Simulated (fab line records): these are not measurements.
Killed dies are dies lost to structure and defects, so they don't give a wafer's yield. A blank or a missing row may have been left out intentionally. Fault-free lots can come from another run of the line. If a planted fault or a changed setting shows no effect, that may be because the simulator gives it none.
fab line records	flow ritCmos
record lots=5	wafers=23
route steps=202 shown PLDD@115 SPACER@128 NSD@139 PSD@150 SDANNEAL@155 NLDD@160 SILICIDE@162 CONTACT@168 M1@202
startH: start of the lot's first displayed wafer, in hours after the record's first day	waitH: how many hours have passed since the lot's step before this one	" repeats the value in the row above	L1.1+2: a single row standing in for several wafers	- value missing, or start not given	* or withheld: withheld	< > ~ a bound
route shown NAME@n: names a module that has steps shown in the file, with the first one's number in the route	usual: mean/standard deviation taken from wafers without a fault	same: alike in all rows	chamber/n: place in a boat	sites: each site's reading	_std_site: the values' standard deviation	_edge_site: inner sites' mean taken away from outer sites' mean	radiusMm: for every site, how far away it sits from the centre of the wafer	mask NAME#n: copy n	behind: the most recent tool/chamber to have shaped the wafer	hold: what put the lot on hold/how long, in hours/how the hold closed	device: the transistor (n, p or np) that didn't switch	end of line: the same wafers' tests at the end of the route	a step with no rows: only its recipe	killed: count of dies lost to structure and defects at first sort (not the wafer's yield)	map: dies across one wafer; x = killed, . = not, _ = none there
set.NAME: setting as actually run; set.NAME@STEP: the setting as run at that earlier step	model.NAME: the simulator's own value behind a step, which no gauge read
one table per step and one row per wafer, for lots whose settings were changed on purpose
## steps
# step RIT_PLDD_COAT_01
# recipe resist=NOVOLAK	spinRpm=3250	resistThkNm=1000
lot.wafer	tool	chamber	startH	waitH	set.spinRpm	model.NOVOLAK_of_PLDD_COAT_01.thkNm
L076.1	lithoTrack-03	0	52.06	0.1	3250	1000
L076.2	"	0	"	"	3250	1003
L076.3	"	0	"	"	3250	1004
L076.4	"	0	"	"	3250	1002
L076.5	"	0	"	"	3250	998.7
L077.1	lithoTrack-02	0	58.77	0.1	3250	1003
L077.3	"	0	"	"	3250	1001
L077.4	"	0	"	"	3250	999.6
L077.5	"	0	"	"	3370	983.3
L077.6	"	0	"	"	3370	982.7
L080.2+4	lithoTrack-04	0	74.83	0.1	3250	1001
L080.3	"	0	"	"	3250	997.8
L080.5	"	0	"	"	3250	999.3
L080.6	"	0	"	"	3250	1002
L082.1	lithoTrack-02	0	83.36	0.1	3037	1039
L082.2+6	"	0	"	"	3250	1005
L082.3	"	0	"	"	3037	1040
L082.5	"	0	"	"	3250	1001
L085.1	lithoTrack-03	0	98.43	0.1	3250	1003
L085.3	"	0	"	"	3250	998.4
L085.4	"	0	"	"	3250	1002
# step RIT_PLDD_SOFTBAKE_02
# recipe resist=NOVOLAK	tempC=90	timeS=60
# step RIT_PLDD_EXPOSE_03
# recipe maskId=M8	na=0.57	targetCdNm=40900	doseMj=250
# step RIT_PLDD_DEVELOP_05
# recipe resist=NOVOLAK	developTimeS=50	devTempC=23
# step RIT_PLDD_HARDBAKE_07
# recipe resist=NOVOLAK	tempC=140	timeS=60
lot.wafer	tool	chamber	startH	waitH	set.spinRpm@PLDD_COAT_01	model.NOVOLAK_of_PLDD_COAT_01.thkNm
L076.1	lithoTrack-04	0	52.92	0.0	3250	883.9
L076.2	"	0	"	"	3250	886.4
L076.3	"	0	"	"	3250	886.9
L076.4	"	0	"	"	3250	885.6
L076.5	"	0	"	"	3250	882.6
L077.1	lithoTrack-03	0	59.63	0.0	3250	886.4
L077.3	"	0	"	"	3250	884.9
L077.4	"	0	"	"	3250	883.4
L077.5	"	0	"	"	3370	869.2
L077.6	"	0	"	"	3370	868.6
L080.2	lithoTrack-03	0	75.69	0.0	3250	884.9
L080.3	"	0	"	"	3250	881.8
L080.4	"	0	"	"	3250	884.7
L080.5	"	0	"	"	3250	883.2
L080.6	"	0	"	"	3250	885.3
L082.1	lithoTrack-03	0	84.10	0.0	3037	918.1
L082.2	"	0	"	"	3250	887.8
L082.3	"	0	"	"	3037	918.8
L082.5	"	0	"	"	3250	884.9
L082.6	"	0	"	"	3250	888.4
L085.1	lithoTrack-03	0	99.16	0.0	3250	886.7
L085.3	"	0	"	"	3250	882.3
L085.4	"	0	"	"	3250	885.5
# step RIT_PLDD_IMPLANT_08
# recipe species=BF2	energyKev=20	doseCm2=9e+14	tiltDeg=7
lot.wafer	tool	chamber	startH	waitH	set.energyKev	model.implant.rpNm	model.implant.drpNm
L076.1+2+3	implanter-02	0	53.07	0.1	21.2	18.54	10.16
L076.4+5	"	0	"	"	20	17.72	9.752
L077.1+3+4+5+6	implanter-04	0	59.78	0.1	20	17.63	9.752
L080.2+4+5	implanter-04	0	75.84	0.1	20.62	18.05	9.963
L080.3+6	"	0	"	"	20	17.62	9.752
L082.1+2+3+5+6	implanter-02	0	84.25	0.1	20	17.5	9.752
L085.1+3+4	implanter-04	0	99.31	0.1	20	17.23	9.752
# step RIT_SPACER_CVD_03
# recipe material=Si3N4	targetThkNm=250	tempC=810	precursor=SiH2Cl2/NH3	timeS=3300	pressureMtorr=300	sih2cl2FlowSccm=60	nh3FlowSccm=150
lot.wafer	tool	chamber	startH	waitH	set.tempC	model.Si3N4_of_SPACER_CVD_03.thkNm
L076.1	-	-	-	0.0	825.3	329.6
L076.2	"	-	"	"	825.3	329.9
L076.3	"	-	"	"	825.3	327.3
L076.4	"	-	"	"	825.3	328.8
L076.5	"	-	"	"	825.3	330.8
L077.1	-	-	-	0.0	787.5	166.2
L077.3	"	-	"	"	787.5	166.1
L077.4	"	-	"	"	787.5	166
L077.5	"	-	"	"	787.5	164.5
L077.6	"	-	"	"	787.5	162.9
L080.2	-	-	-	0.0	829.5	354.9
L080.3	"	-	"	"	829.5	353.3
L080.4	"	-	"	"	829.5	353.5
L080.5	"	-	"	"	829.5	352.7
L080.6	"	-	"	"	829.5	353.9
L082.1	-	-	-	0.0	802.4	220.6
L082.2	"	-	"	"	802.4	220.1
L082.3	"	-	"	"	802.4	219.1
L082.5	"	-	"	"	802.4	219.6
L082.6	"	-	"	"	802.4	219.5
L085.1	lpcvd-02	1	100.06	0.0	810	250.2
L085.3	"	1	"	"	810	251.1
L085.4	"	1	"	"	810	252.5
# step RIT_SPACER_THK_MEAS_04
# recipe reads=Si3N4_of_SPACER_CVD_03
# usual SPACER_NITRIDE_THK=251.6/1.9
lot.wafer	tool	chamber	startH	waitH	set.tempC@SPACER_CVD_03	SPACER_NITRIDE_THK[nm]
L076.1	filmMetro-03	-	-	-	825.3	329.6
L076.2	"	-	"	"	825.3	329.9
L076.3	"	-	"	"	825.3	327.4
L076.4	"	-	"	"	825.3	328.7
L076.5	"	-	"	"	825.3	330.8
L077.1	filmMetro-01	-	-	-	787.5	166.2
L077.3	"	-	"	"	787.5	166.2
L077.4	"	-	"	"	787.5	166.1
L077.5	"	-	"	"	787.5	164.5
L077.6	"	-	"	"	787.5	162.9
L080.2	filmMetro-04	-	-	-	829.5	355.0
L080.3	"	-	"	"	829.5	353.5
L080.4	"	-	"	"	829.5	353.3
L080.5	"	-	"	"	829.5	352.6
L080.6	"	-	"	"	829.5	353.6
L082.1	filmMetro-01	-	-	-	802.4	220.7
L082.2	"	-	"	"	802.4	220.2
L082.3	"	-	"	"	802.4	219.0
L082.5	"	-	"	"	802.4	219.5
L082.6	"	-	"	"	802.4	219.6
L085.1	filmMetro-03	-	101.98	0.0	810	250.3
L085.3	"	-	"	"	810	250.9
L085.4	"	-	"	"	810	252.6
# step RIT_SPACER_ETCHBACK_05
# recipe targetDepthA=2500	SF6_flow_sccm=30	CHF3_flow_sccm=30	target=Si3N4	chemistry=SF6/CHF3	pressureMtorr=40	rfW=250	timeS=240	stopOn=SiO2
# usual oesProductAu=0.848/0.015
lot.wafer	tool	chamber	startH	waitH	set.tempC@SPACER_CVD_03	oesProductAu	model.Si3N4_of_SPACER_CVD_03.thkNm	model.etch.depthNm
L076.1	rieDiel-02	0	55.81	0.1	825.3	1.031	259	309.8
L076.2	"	2	"	"	825.3	0.973	260.5	303.9
L076.3	"	3	"	"	825.3	0.982	256.3	-
L076.4	"	1	"	"	825.3	0.981	259.2	-
L076.5	"	3	"	"	825.3	0.982	259.1	-
L077.1	rieDiel-04	0	62.52	0.1	787.5	0.623	130.1	166.2
L077.3	"	1	"	"	787.5	0.633	130.1	166.1
L077.4	"	2	"	"	787.5	0.649	130	166
L077.5	"	2	"	"	787.5	0.642	129.1	164.5
L077.6	"	3	"	"	787.5	0.641	127.6	162.9
L080.2	rieDiel-04	2	78.55	0.0	829.5	1.018	277.9	313.7
L080.3	"	3	"	"	829.5	1.013	276	316.4
L080.4	"	1	"	"	829.5	1.010	276	316.7
L080.5	"	1	"	"	829.5	1.018	275.2	317.7
L080.6	"	0	"	"	829.5	0.969	277.7	311.2
L082.1	rieDiel-01	2	86.97	0.1	802.4	0.795	174.2	220.6
L082.2	"	3	"	"	802.4	0.774	172	220.1
L082.3	"	1	"	"	802.4	0.761	171.6	-
L082.5	"	1	"	"	802.4	0.763	171.5	-
L082.6	"	2	"	"	802.4	0.780	173.4	-
L085.1	rieDiel-04	2	102.04	0.1	810	0.850	195.8	250.2
L085.3	"	0	"	"	810	0.824	196.5	251.1
L085.4	"	3	"	"	810	0.856	197.8	252.5
# step RIT_NSD_IMPLANT_08
# recipe species=P	energyKev=25	doseCm2=1e+15	tiltDeg=7
lot.wafer	tool	chamber	startH	waitH	set.doseCm2
L076.1+5	implanter-03	0	57.13	0.1	1e+15
L076.2+3+4	"	0	"	"	9.375e+14
L077.1+6	implanter-01	0	63.78	0.1	1e+15
L077.3+4+5	"	0	"	"	9.514e+14
L080.2+3+6	implanter-02	0	79.76	0.1	1e+15
L080.4+5	"	0	"	"	9.43e+14
L082.1+2+6	implanter-03	0	88.16	0.1	1e+15
L082.3+5	"	0	"	"	9.543e+14
L085.1+3+4	implanter-02	0	103.23	0.1	1e+15
# step RIT_NSD_STRIP_09
# recipe chemistry=O2	timeS=180	resist=NOVOLAK	platenTempC=withheld	powerW=500	pressureMtorr=4000	o2FlowSccm=4000
# step RIT_NSD_TW_MEAS_10
# usual NSD_TW=3124/17
lot.wafer	tool	chamber	startH	waitH	set.doseCm2@NSD_IMPLANT_08	NSD_TW
L076.1	filmMetro-02	-	57.46	0.1	1e+15	3144
L076.2	"	-	"	"	9.375e+14	3102
L076.3	"	-	"	"	9.375e+14	3103
L076.4	"	-	"	"	9.375e+14	3095
L076.5	"	-	"	"	1e+15	3129
L077.1	filmMetro-01	-	64.11	0.1	1e+15	3099
L077.3	"	-	"	"	9.514e+14	3078
L077.4	"	-	"	"	9.514e+14	3069
L077.5	"	-	"	"	9.514e+14	3060
L077.6	"	-	"	"	1e+15	3096
L080.2	filmMetro-04	-	80.13	0.2	1e+15	3123
L080.3	"	-	"	"	1e+15	3128
L080.4	"	-	"	"	9.43e+14	3088
L080.5	"	-	"	"	9.43e+14	3083
L080.6	"	-	"	"	1e+15	3132
L082.1	filmMetro-04	-	88.48	0.1	1e+15	3130
L082.2	"	-	"	"	1e+15	3123
L082.3	"	-	"	"	9.543e+14	3078
L082.5	"	-	"	"	9.543e+14	3102
L082.6	"	-	"	"	1e+15	3109
L085.1	filmMetro-02	-	103.55	0.1	1e+15	3142
L085.3	"	-	"	"	1e+15	3147
L085.4	"	-	"	"	1e+15	3121
# step RIT_PSD_IMPLANT_08
# recipe species=BF2	energyKev=27	doseCm2=5e+15	tiltDeg=7
lot.wafer	tool	chamber	startH	waitH	set.doseCm2
L076.1+2+3+4+5	implanter-03	0	58.55	0.1	5e+15
L077.1+3	implanter-04	0	65.33	0.1	4.699e+15
L077.4+5+6	"	0	"	"	5e+15
L080.2+3	implanter-03	0	81.37	0.1	5e+15
L080.4+5+6	"	0	"	"	4.745e+15
L082.1+6	implanter-01	0	89.71	0.1	5e+15
L082.2+3+5	"	0	"	"	5.197e+15
L085.1+3+4	implanter-04	0	104.77	0.1	5e+15
# step RIT_PSD_STRIP_09
# recipe chemistry=O2	timeS=180	resist=NOVOLAK	platenTempC=withheld	powerW=500	pressureMtorr=4000	o2FlowSccm=4000
# step RIT_SDANNEAL_CLEAN_02
# recipe chemistry=SC2	mix=3:3:50	timeS=600	tempC=75	dry=n2Spin
# step RIT_SDANNEAL_RTA_03
# recipe tempC=1050	timeS=5	idleTempC=600	rampUpCPerS=342	rampDownCPerS=171	coolToC=600	ambient=N2
# step RIT_SDANNEAL_RS_MEAS_04
# recipe thkMeasGauge=four-point-probe
# usual PSD_RS=115.96/0.25
lot.wafer	tool	chamber	startH	waitH	set.doseCm2@PSD_IMPLANT_08	PSD_RS[ohm/sq]
L076.1	filmMetro-01	-	59.36	0.0	5e+15	115.88
L076.2	"	-	"	"	5e+15	115.84
L076.3	"	-	"	"	5e+15	116.10
L076.4	"	-	"	"	5e+15	115.93
L076.5	"	-	"	"	5e+15	115.74
L077.1	filmMetro-04	-	66.14	0.0	4.699e+15	117.14
L077.3	"	-	"	"	4.699e+15	117.09
L077.4	"	-	"	"	5e+15	116.26
L077.5	"	-	"	"	5e+15	116.25
L077.6	"	-	"	"	5e+15	116.54
L080.2	filmMetro-04	-	82.35	0.1	5e+15	116.14
L080.3	"	-	"	"	5e+15	116.17
L080.4	"	-	"	"	4.745e+15	116.85
L080.5	"	-	"	"	4.745e+15	116.63
L080.6	"	-	"	"	4.745e+15	116.62
L082.1	filmMetro-02	-	90.52	0.0	5e+15	115.85
L082.2	"	-	"	"	5.197e+15	115.61
L082.3	"	-	"	"	5.197e+15	115.43
L082.5	"	-	"	"	5.197e+15	115.57
L082.6	"	-	"	"	5e+15	115.81
L085.1	filmMetro-02	-	105.60	0.0	5e+15	115.80
L085.3	"	-	"	"	5e+15	116.16
L085.4	"	-	"	"	5e+15	116.28
# step RIT_SDANNEAL_RS_MEAS_05
# recipe thkMeasGauge=four-point-probe
# usual NSD_RS=84.50/0.26
lot.wafer	tool	chamber	startH	waitH	set.doseCm2@NSD_IMPLANT_08	NSD_RS[ohm/sq]
L076.1	filmMetro-01	-	59.48	0.1	1e+15	84.49
L076.2	"	-	"	"	9.375e+14	88.98
L076.3	"	-	"	"	9.375e+14	89.34
L076.4	"	-	"	"	9.375e+14	89.10
L076.5	"	-	"	"	1e+15	84.79
L077.1	filmMetro-04	-	66.26	0.1	1e+15	84.85
L077.3	"	-	"	"	9.514e+14	88.19
L077.4	"	-	"	"	9.514e+14	88.26
L077.5	"	-	"	"	9.514e+14	88.30
L077.6	"	-	"	"	1e+15	84.98
L080.2	filmMetro-04	-	82.47	0.1	1e+15	84.31
L080.3	"	-	"	"	1e+15	84.32
L080.4	"	-	"	"	9.43e+14	88.43
L080.5	"	-	"	"	9.43e+14	88.54
L080.6	"	-	"	"	1e+15	84.55
L082.1	filmMetro-02	-	90.64	0.1	1e+15	85.00
L082.2	"	-	"	"	1e+15	84.82
L082.3	"	-	"	"	9.543e+14	87.70
L082.5	"	-	"	"	9.543e+14	87.70
L082.6	"	-	"	"	1e+15	84.87
L085.1	filmMetro-02	-	105.72	0.1	1e+15	84.58
L085.3	"	-	"	"	1e+15	84.75
L085.4	"	-	"	"	1e+15	84.83
# step RIT_SDANNEAL_RS_MEAS_06
# recipe thkMeasGauge=four-point-probe
# usual PLDD_RS=178.7/0.43
lot.wafer	tool	chamber	startH	waitH	set.energyKev@PLDD_IMPLANT_08	PLDD_RS[ohm/sq]
L076.1	filmMetro-01	-	59.60	0.1	21.2	175.1
L076.2	"	-	"	"	21.2	175.4
L076.3	"	-	"	"	21.2	175.5
L076.4	"	-	"	"	20	178.8
L076.5	"	-	"	"	20	179.0
L077.1	filmMetro-04	-	66.38	0.1	20	179.0
L077.3	"	-	"	"	20	178.8
L077.4	"	-	"	"	20	179.3
L077.5	"	-	"	"	20	179.2
L077.6	"	-	"	"	20	178.9
L080.2	filmMetro-04	-	82.59	0.1	20.62	177.0
L080.3	"	-	"	"	20	179.2
L080.4	"	-	"	"	20.62	177.0
L080.5	"	-	"	"	20.62	177.2
L080.6	"	-	"	"	20	178.8
L082.1	filmMetro-02	-	90.76	0.1	20	179.5
L082.2	"	-	"	"	20	179.5
L082.3	"	-	"	"	20	179.4
L082.5	"	-	"	"	20	179.4
L082.6	"	-	"	"	20	178.6
L085.1	filmMetro-02	-	105.84	0.1	20	178.2
L085.3	"	-	"	"	20	178.3
L085.4	"	-	"	"	20	178.4
# step RIT_SDANNEAL_RS_MEAS_07
# recipe thkMeasGauge=four-point-probe
# usual NLDD_RS=151.7/0.38
lot.wafer	tool	chamber	startH	waitH	set.doseCm2@NLDD_IMPLANT_08	NLDD_RS[ohm/sq]
L076.1	filmMetro-01	-	59.72	0.1	5e+14	151.2
L076.2	"	-	"	"	4.785e+14	157.0
L076.3	"	-	"	"	5e+14	151.4
L076.4	"	-	"	"	4.785e+14	157.1
L076.5	"	-	"	"	4.785e+14	156.8
L077.1	filmMetro-04	-	66.50	0.1	5e+14	151.7
L077.3	"	-	"	"	5e+14	151.1
L077.4	"	-	"	"	5e+14	151.3
L077.5	"	-	"	"	5e+14	151.4
L077.6	"	-	"	"	5e+14	151.2
L080.2	filmMetro-04	-	82.71	0.1	4.85e+14	156.2
L080.3	"	-	"	"	5e+14	151.7
L080.4	"	-	"	"	5e+14	151.8
L080.5	"	-	"	"	5e+14	152.0
L080.6	"	-	"	"	4.85e+14	155.4
L082.1	filmMetro-02	-	90.88	0.1	5e+14	152.0
L082.2	"	-	"	"	5e+14	152.0
L082.3	"	-	"	"	5e+14	152.2
L082.5	"	-	"	"	5e+14	152.1
L082.6	"	-	"	"	5e+14	152.2
L085.1	filmMetro-02	-	105.96	0.1	5e+14	151.6
L085.3	"	-	"	"	5e+14	152.2
L085.4	"	-	"	"	5e+14	151.6
# step RIT_SILICIDE_SPUTTER_01
# recipe material=Ti	targetThkNm=30	powerW=350	chamberPressurePa=0.667	gas=Ar	timeS=240	substrateTempC=25
lot.wafer	tool	chamber	startH	waitH	set.chamberPressurePa	model.Ti_of_SILICIDE_SPUTTER_01.thkNm
L076.1	pvdSputter-04	-	59.86	0.0	0.667	29.59
L076.2	"	-	"	"	0.667	30.04
L076.3	"	-	"	"	0.667	30.24
L076.4	"	-	"	"	0.667	30.53
L076.5	"	-	"	"	0.667	29.95
L077.1	pvdSputter-01	-	66.63	0.0	0.7657	29.15
L077.3	"	-	"	"	0.7657	28.77
L077.4	"	-	"	"	0.7657	28.57
L077.5	"	-	"	"	0.7657	28.64
L077.6	"	-	"	"	0.7657	29.1
L080.2	pvdSputter-04	-	82.82	0.0	0.7473	29.42
L080.3	"	-	"	"	0.7473	29.15
L080.4	"	-	"	"	0.7473	29.3
L080.5	"	-	"	"	0.7473	29.21
L080.6	"	-	"	"	0.7473	29.37
L082.1	pvdSputter-03	-	91.01	0.0	0.5907	31.27
L082.2	"	-	"	"	0.5907	30.88
L082.3	"	-	"	"	0.5907	31
L082.5	"	-	"	"	0.5907	30.85
L082.6	"	-	"	"	0.5907	30.83
L085.1	pvdSputter-01	-	106.10	0.0	0.667	29.51
L085.3	"	-	"	"	0.667	29.92
L085.4	"	-	"	"	0.667	29.86
# step RIT_SILICIDE_RS_MEAS_02
# recipe thkMeasGauge=four-point-probe	reads=Ti_of_SILICIDE_SPUTTER_01
# usual SILICIDE_TI_RS=48.0/0.79
lot.wafer	tool	chamber	startH	waitH	set.chamberPressurePa@SILICIDE_SPUTTER_01	SILICIDE_TI_RS[ohm/sq]
L076.1	filmMetro-02	-	60.01	0.1	0.667	48.8
L076.2	"	-	"	"	0.667	47.9
L076.3	"	-	"	"	0.667	47.4
L076.4	"	-	"	"	0.667	46.8
L076.5	"	-	"	"	0.667	48.0
L077.1	filmMetro-02	-	66.78	0.1	0.7657	65.4
L077.3	"	-	"	"	0.7657	66.6
L077.4	"	-	"	"	0.7657	67.2
L077.5	"	-	"	"	0.7657	67.0
L077.6	"	-	"	"	0.7657	65.5
L080.2	filmMetro-03	-	82.99	0.1	0.7473	61.3
L080.3	"	-	"	"	0.7473	61.9
L080.4	"	-	"	"	0.7473	61.6
L080.5	"	-	"	"	0.7473	61.8
L080.6	"	-	"	"	0.7473	61.5
L082.1	filmMetro-04	-	91.16	0.1	0.5907	37.0
L082.2	"	-	"	"	0.5907	37.7
L082.3	"	-	"	"	0.5907	37.4
L082.5	"	-	"	"	0.5907	37.5
L082.6	"	-	"	"	0.5907	37.6
L085.1	filmMetro-02	-	106.25	0.1	0.667	48.9
L085.3	"	-	"	"	0.667	48.0
L085.4	"	-	"	"	0.667	48.2
# step RIT_CONTACT_CVD_00
# recipe material=SiO2	targetThkNm=400	precursor=TEOS	tempC=390	timeS=61	rfW=400
lot.wafer	tool	chamber	startH	waitH	set.timeS	model.SiO2_of_CONTACT_CVD_00.thkNm
L076.1	pecvd-04	2	60.36	0.1	61	399.1
L076.2	"	0	"	"	61	398.4
L076.3+4+5	"	1,2,1	"	"	61	-
L077.1	pecvd-03	0	67.13	0.1	61	397.6
L077.3	"	0	"	"	52.97	355
L077.4	"	2	"	"	61	405.6
L077.5	"	0	"	"	52.97	350.3
L077.6	"	2	"	"	52.97	353
L080.2	pecvd-03	2	83.32	0.0	61	394.3
L080.3	"	0	"	"	57.01	369.7
L080.4	"	1	"	"	61	403.7
L080.5	"	0	"	"	57.01	378.2
L080.6	"	2	"	"	57.01	373.7
L082.1	pecvd-04	1	91.52	0.1	66.98	440.8
L082.2	"	2	"	"	61	406
L082.3+5	"	0,1	"	"	66.98	-
L082.6	"	2	"	"	61	-
L085.1	pecvd-04	0	106.60	0.1	61	392.5
L085.3	"	2	"	"	61	398.8
L085.4	"	1	"	"	61	401.6
# step RIT_CONTACT_THK_MEAS_01
# recipe reads=SiO2_of_CONTACT_CVD_00
# usual CONTACT_TEOS_THK=402/4.7
lot.wafer	tool	chamber	startH	waitH	set.timeS@CONTACT_CVD_00	CONTACT_TEOS_THK[nm]
L076.1	filmMetro-03	-	60.41	0.0	61	399
L076.2	"	-	"	"	61	398
L076.3	"	-	"	"	61	402
L076.4	"	-	"	"	61	405
L076.5	"	-	"	"	61	406
L077.1	filmMetro-03	-	67.21	0.1	61	398
L077.3	"	-	"	"	52.97	355
L077.4	"	-	"	"	61	406
L077.5	"	-	"	"	52.97	350
L077.6	"	-	"	"	52.97	353
L080.2	filmMetro-01	-	83.38	0.0	61	395
L080.3	"	-	"	"	57.01	370
L080.4	"	-	"	"	61	404
L080.5	"	-	"	"	57.01	378
L080.6	"	-	"	"	57.01	374
L082.1	filmMetro-03	-	91.57	0.0	66.98	441
L082.2	"	-	"	"	61	406
L082.3	"	-	"	"	66.98	438
L082.5	"	-	"	"	66.98	443
L082.6	"	-	"	"	61	413
L085.1	filmMetro-02	-	106.66	0.0	61	392
L085.3	"	-	"	"	61	399
L085.4	"	-	"	"	61	402
# step RIT_M1_PROBE_99
lot.wafer	tool	chamber	startH	waitH	set.chamberPressurePa@SILICIDE_SPUTTER_01	model.etest.nplusSal.widthNm
L076.1+2+3+4+5	prober-01	-	68.34	0.1	0.667	-
L080.2+3+4+5+6	prober-02	-	89.82	0.1	0.7473	-
L082.1	prober-02	-	98.59	0.1	0.5907	3506
L082.3	prober-02	-	98.69	0.2	0.5907	3521
L082.6	prober-02	-	98.84	0.2	0.5907	3518
L085.1	prober-01	-	113.66	0.1	0.667	3464
L085.3	prober-01	-	113.76	0.2	0.667	3458
L085.4	prober-01	-	113.81	0.2	0.667	3442
# killed by level:class
L085.1 FOX1:geometricParticle:short=2 FOX1:geometricParticle:open=1 GATE:geometricParticle:open=1 GATE:geometricParticle:short=1 SPACER:geometricParticle:short=1 SILICIDE:geometricParticle:open=1 SILICIDE:geometricParticle:short=1
L085.3 GATE:geometricParticle:open=3 FOX1:geometricParticle:short=1 GATE:geometricParticle:short=1 REOX:geometricParticle:open=1 SPACER:geometricParticle:short=1
L085.4 GATE:geometricParticle:short=2 SPACER:geometricParticle:open=2 FOX1:geometricParticle:short=1 FOX1:geometricParticle:open=1 FOX2:geometricParticle:short=1 REOX:geometricParticle:open=1
## key
split step=RIT_PLDD_COAT_01	setting=spinRpm	stated=3250	by=wafer
response step=RIT_PLDD_COAT_01	reading=model.NOVOLAK_of_PLDD_COAT_01.thkNm	change=-5.35	per=1%	r=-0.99
response step=RIT_PLDD_HARDBAKE_07	reading=model.NOVOLAK_of_PLDD_COAT_01.thkNm	change=-4.68	per=1%	r=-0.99
split step=RIT_PLDD_IMPLANT_08	setting=energyKev	stated=20	by=wafer
response step=RIT_PLDD_IMPLANT_08	reading=model.implant.rpNm	change=+0.137	per=1%	r=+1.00
response step=RIT_PLDD_IMPLANT_08	reading=model.implant.drpNm	change=+0.0679	per=1%	r=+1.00
response step=RIT_SDANNEAL_RS_MEAS_06	reading=PLDD_RS	change=-0.599	per=1%	r=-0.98
split step=RIT_SPACER_CVD_03	setting=tempC	stated=810	by=lot
response step=RIT_SPACER_CVD_03	reading=model.Si3N4_of_SPACER_CVD_03.thkNm	change=+36.6	per=1%	r=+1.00
response step=RIT_SPACER_THK_MEAS_04	reading=SPACER_NITRIDE_THK	change=+36.6	per=1%	r=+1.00
response step=RIT_SPACER_ETCHBACK_05	reading=oesProductAu	change=+0.0726	per=1%	r=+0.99
response step=RIT_SPACER_ETCHBACK_05	reading=model.Si3N4_of_SPACER_CVD_03.thkNm	change=+28.7	per=1%	r=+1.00
response step=RIT_SPACER_ETCHBACK_05	reading=model.etch.depthNm	change=+29.2	per=1%	r=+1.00
split step=RIT_NSD_IMPLANT_08	setting=doseCm2	stated=1e+15	by=wafer
response step=RIT_NSD_TW_MEAS_10	reading=NSD_TW	change=+6.45	per=1%	r=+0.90
response step=RIT_SDANNEAL_RS_MEAS_05	reading=NSD_RS	change=-0.693	per=1%	r=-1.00
split step=RIT_PSD_IMPLANT_08	setting=doseCm2	stated=5e+15	by=wafer
response step=RIT_SDANNEAL_RS_MEAS_04	reading=PSD_RS	change=-0.11	per=1%	r=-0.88
split step=RIT_SILICIDE_SPUTTER_01	setting=chamberPressurePa	stated=0.667	by=lot
response step=RIT_SILICIDE_SPUTTER_01	reading=model.Ti_of_SILICIDE_SPUTTER_01.thkNm	change=-0.0755	per=1%	r=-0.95
response step=RIT_SILICIDE_RS_MEAS_02	reading=SILICIDE_TI_RS	change=+1.09	per=1%	r=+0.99
response step=RIT_M1_PROBE_99	reading=model.etest.nplusSal.widthNm	change=-5.29	per=1%	r=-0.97
split step=RIT_CONTACT_CVD_00	setting=timeS	stated=61	by=wafer
response step=RIT_CONTACT_CVD_00	reading=model.SiO2_of_CONTACT_CVD_00.thkNm	change=+3.7	per=1%	r=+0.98
response step=RIT_CONTACT_THK_MEAS_01	reading=CONTACT_TEOS_THK	change=+3.57	per=1%	r=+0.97
split outsideThisFile step=RIT_NLDD_IMPLANT_08 setting=doseCm2
# split outsideThisFile: this setting was split too, and the file shows its column; the key of that split is in another file
